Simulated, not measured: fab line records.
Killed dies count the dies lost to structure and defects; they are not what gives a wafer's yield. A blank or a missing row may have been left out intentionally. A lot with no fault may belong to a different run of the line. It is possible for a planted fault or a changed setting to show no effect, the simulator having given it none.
Split-lot trial || flow ritCmos || 23 wafers read across 5 lots, on a route 202 steps long

## ON THE SPLIT
At RIT_PLDD_COAT_01 (resist thk 1000 nm), the setting spinRpm was moved away from the recipe's 3250 rpm on 11 of the 23 wafers read, by -6.0% to +5.4%. This setting was run at the recipe's value on the other wafers.

## FROM THE SPLIT TO THE READING: what the file shows between them, 3 steps
- RIT_PLDD_SOFTBAKE_02: time 60 s
- RIT_PLDD_EXPOSE_03: exposes mask M8, target cd 40900 nm
- RIT_PLDD_DEVELOP_05: develop time 50 s

## THE READING
NOVOLAK_of_PLDD_COAT_01.thkNm (the simulator's own value, which no gauge read), in nm, at RIT_PLDD_HARDBAKE_07 (time 60 s). There is no usual value for it anywhere in the file. Here, 12 wafers ran the recipe; their average is 883.4 nm with a standard deviation of 1.4 nm.

{"wafer": "L074.1", "tool, chamber at the split": "lithoTrack-04, 0", "spinRpm as run, rpm": 3250, "against the recipe": "recipe", "NOVOLAK_of_PLDD_COAT_01.thkNm, nm": 886.1, "against lot-mates on the recipe": "-"}
{"wafer": "L074.2", "tool, chamber at the split": "lithoTrack-04, 0", "spinRpm as run, rpm": 3425, "against the recipe": "+5.4%", "NOVOLAK_of_PLDD_COAT_01.thkNm, nm": 861, "against lot-mates on the recipe": -23.5}
{"wafer": "L074.4", "tool, chamber at the split": "lithoTrack-04, 0", "spinRpm as run, rpm": 3425, "against the recipe": "+5.4%", "NOVOLAK_of_PLDD_COAT_01.thkNm, nm": 861.5, "against lot-mates on the recipe": -23.0}
{"wafer": "L074.5", "tool, chamber at the split": "lithoTrack-04, 0", "spinRpm as run, rpm": 3250, "against the recipe": "recipe", "NOVOLAK_of_PLDD_COAT_01.thkNm, nm": 883, "against lot-mates on the recipe": "-"}
{"wafer": "L074.6", "tool, chamber at the split": "lithoTrack-04, 0", "spinRpm as run, rpm": 3425, "against the recipe": "+5.4%", "NOVOLAK_of_PLDD_COAT_01.thkNm, nm": 860.9, "against lot-mates on the recipe": -23.6}
{"wafer": "L079.1", "tool, chamber at the split": "lithoTrack-01, 0", "spinRpm as run, rpm": 3331, "against the recipe": "+2.5%", "NOVOLAK_of_PLDD_COAT_01.thkNm, nm": 875.1, "against lot-mates on the recipe": -7.5}
{"wafer": "L079.2", "tool, chamber at the split": "lithoTrack-01, 0", "spinRpm as run, rpm": 3331, "against the recipe": "+2.5%", "NOVOLAK_of_PLDD_COAT_01.thkNm, nm": 874.1, "against lot-mates on the recipe": -8.5}
{"wafer": "L079.3", "tool, chamber at the split": "lithoTrack-01, 0", "spinRpm as run, rpm": 3250, "against the recipe": "recipe", "NOVOLAK_of_PLDD_COAT_01.thkNm, nm": 882.3, "against lot-mates on the recipe": "-"}
{"wafer": "L079.4", "tool, chamber at the split": "lithoTrack-01, 0", "spinRpm as run, rpm": 3331, "against the recipe": "+2.5%", "NOVOLAK_of_PLDD_COAT_01.thkNm, nm": 875.3, "against lot-mates on the recipe": -7.3}
{"wafer": "L079.5", "tool, chamber at the split": "lithoTrack-01, 0", "spinRpm as run, rpm": 3250, "against the recipe": "recipe", "NOVOLAK_of_PLDD_COAT_01.thkNm, nm": 882.9, "against lot-mates on the recipe": "-"}
{"wafer": "L080.1", "tool, chamber at the split": "lithoTrack-04, 0", "spinRpm as run, rpm": 3055, "against the recipe": "-6.0%", "NOVOLAK_of_PLDD_COAT_01.thkNm, nm": 908.8, "against lot-mates on the recipe": "+27.2"}
{"wafer": "L080.2", "tool, chamber at the split": "lithoTrack-04, 0", "spinRpm as run, rpm": 3055, "against the recipe": "-6.0%", "NOVOLAK_of_PLDD_COAT_01.thkNm, nm": 909.2, "against lot-mates on the recipe": "+27.6"}
{"wafer": "L080.3", "tool, chamber at the split": "lithoTrack-04, 0", "spinRpm as run, rpm": 3250, "against the recipe": "recipe", "NOVOLAK_of_PLDD_COAT_01.thkNm, nm": 882.6, "against lot-mates on the recipe": "-"}
{"wafer": "L080.4", "tool, chamber at the split": "lithoTrack-04, 0", "spinRpm as run, rpm": 3250, "against the recipe": "recipe", "NOVOLAK_of_PLDD_COAT_01.thkNm, nm": 880.6, "against lot-mates on the recipe": "-"}
{"wafer": "L080.5", "tool, chamber at the split": "lithoTrack-04, 0", "spinRpm as run, rpm": 3055, "against the recipe": "-6.0%", "NOVOLAK_of_PLDD_COAT_01.thkNm, nm": 910.5, "against lot-mates on the recipe": "+28.9"}
{"wafer": "L084.1", "tool, chamber at the split": "lithoTrack-02, 0", "spinRpm as run, rpm": 3250, "against the recipe": "recipe", "NOVOLAK_of_PLDD_COAT_01.thkNm, nm": 884, "against lot-mates on the recipe": "-"}
{"wafer": "L084.2", "tool, chamber at the split": "lithoTrack-02, 0", "spinRpm as run, rpm": 3365, "against the recipe": "+3.5%", "NOVOLAK_of_PLDD_COAT_01.thkNm, nm": 868.4, "against lot-mates on the recipe": -16.1}
{"wafer": "L084.3", "tool, chamber at the split": "lithoTrack-02, 0", "spinRpm as run, rpm": 3250, "against the recipe": "recipe", "NOVOLAK_of_PLDD_COAT_01.thkNm, nm": 884.4, "against lot-mates on the recipe": "-"}
{"wafer": "L084.4", "tool, chamber at the split": "lithoTrack-02, 0", "spinRpm as run, rpm": 3365, "against the recipe": "+3.5%", "NOVOLAK_of_PLDD_COAT_01.thkNm, nm": 868.7, "against lot-mates on the recipe": -15.8}
{"wafer": "L084.5", "tool, chamber at the split": "lithoTrack-02, 0", "spinRpm as run, rpm": 3250, "against the recipe": "recipe", "NOVOLAK_of_PLDD_COAT_01.thkNm, nm": 885, "against lot-mates on the recipe": "-"}
{"wafer": "L085.3", "tool, chamber at the split": "lithoTrack-01, 0", "spinRpm as run, rpm": 3250, "against the recipe": "recipe", "NOVOLAK_of_PLDD_COAT_01.thkNm, nm": 883, "against lot-mates on the recipe": "-"}
{"wafer": "L085.5", "tool, chamber at the split": "lithoTrack-01, 0", "spinRpm as run, rpm": 3250, "against the recipe": "recipe", "NOVOLAK_of_PLDD_COAT_01.thkNm, nm": 882.7, "against lot-mates on the recipe": "-"}
{"wafer": "L085.6", "tool, chamber at the split": "lithoTrack-01, 0", "spinRpm as run, rpm": 3250, "against the recipe": "recipe", "NOVOLAK_of_PLDD_COAT_01.thkNm, nm": 884.1, "against lot-mates on the recipe": "-"}

THE FIT
A straight line over all 23 wafers: NOVOLAK_of_PLDD_COAT_01.thkNm changes by -4.21 nm for each +1% of spinRpm; r = -1.00; the points scatter about the line by 1.3 nm.
The same after taking each lot's own level away (the mean of its wafers on the recipe; 23 wafers): -4.44 nm for each +1%; r = -1.00; scatter 1.4 nm.
On that fit, the largest move of spinRpm shifts the reading by 27 nm.
The lots' own levels span 881.60 to 884.55 nm, that is 2.2 times the standard deviation above.
Consequently the slope shifts little with the lot-to-lot level, the two slopes agreeing.
Check: with one of the wafers moved furthest among these (-6.0%) left out of the fit, the line predicts +27.3 nm for it against its lot-mates. It came out at +27.2 nm against them.

## ADDITIONAL SPLITS CARRIED BY THESE WAFERS
Before the reading, these wafers also passed through other splits. Each is held against what the fit with the lots' levels taken away leaves over:
{"other split on the same wafers": "RIT_GATE_ETCH_19 rfW", "wafers away from the commonest value": 11, "r with NOVOLAK_of_PLDD_COAT_01.thkNm (lot level and that fit taken away)": -0.36}
{"other split on the same wafers": "RIT_NLDD_COAT_01 spinRpm", "wafers away from the commonest value": 6, "r with NOVOLAK_of_PLDD_COAT_01.thkNm (lot level and that fit taken away)": "+0.36"}

## THE WHOLE CHAIN: every reading that the file lists as answering this split, in the file's order
{"step": "RIT_PLDD_COAT_01", "what it does": "resist thk 1000 nm", "reading": "NOVOLAK_of_PLDD_COAT_01.thkNm (the simulator's own value, which no gauge read)", "change (the file's fit)": "-5.04 nm for each +1% of the setting", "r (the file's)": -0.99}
{"step": "RIT_PLDD_HARDBAKE_07", "what it does": "time 60 s", "reading": "NOVOLAK_of_PLDD_COAT_01.thkNm (the simulator's own value, which no gauge read)", "change (the file's fit)": "-4.41 nm for each +1% of the setting", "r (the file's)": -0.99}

## FILE'S OWN FIT
NOVOLAK_of_PLDD_COAT_01.thkNm changes by -4.41 nm for each +1% of spinRpm, r = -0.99.
